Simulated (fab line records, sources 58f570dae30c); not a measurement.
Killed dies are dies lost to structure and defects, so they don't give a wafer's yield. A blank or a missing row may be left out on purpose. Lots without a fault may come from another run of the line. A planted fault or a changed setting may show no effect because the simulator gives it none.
Chamber matching | flow berkeley_cmos170 | UCB170_NWELL_WET_ETCH_00 on wet_bench-03: 4 sister chambers
The step etches SiO2 in dHF, time 200 s. 4 wafers are shown with their chamber, then 8 later ones without.

WAFERS WITH THEIR CHAMBER
wafer  | chamber | run_length_s (s)
L268.6 | 2       | 224.1
L271.6 | 0       | 224.0
L272.4 | 3       | 227.3
L274.3 | 1       | 226.2

WAFERS WITHOUT THEIR CHAMBER
wafer  | run_length_s (s)
L274.4 | 226.2
L274.5 | 226.2
L281.1 | 225.1
L281.3 | 225.1
L281.5 | 225.1
L283.1 | 225.1
L283.2 | 225.1
L283.4 | 225.1

WHICH CHAMBER EACH WENT THROUGH
wafer  | from the rows above               | in truth
L274.4 | can't be placed: 1 or 3           | 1
L274.5 | can't be placed: 1 or 3           | 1
L281.1 | can't be placed: 2 or 0 or 1 or 3 | 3
L281.3 | can't be placed: 2 or 0 or 1 or 3 | 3
L281.5 | can't be placed: 2 or 0 or 1 or 3 | 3
L283.1 | can't be placed: 2 or 0 or 1 or 3 | 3
L283.2 | can't be placed: 2 or 0 or 1 or 3 | 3
L283.4 | can't be placed: 2 or 0 or 1 or 3 | 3
Placed correctly: 0 of 8. Can't be placed from these rows: 8 (the true chamber is among the candidates in 8). Placed wrongly: 0.
How it was worked out, from the rows above alone: a wafer's distance from a chamber is the root of the sum, over the readings, of the square of ((its reading less the chamber's mean) divided by the reading's scatter). The wafer belongs to the nearest chamber; if the next one is less than 2 further off, it can't be placed. A chamber's mean is the mean of its shown wafers. The scatter: with one shown wafer a chamber, the root of the mean of the squares of how far each hidden wafer lies from its nearest shown one.
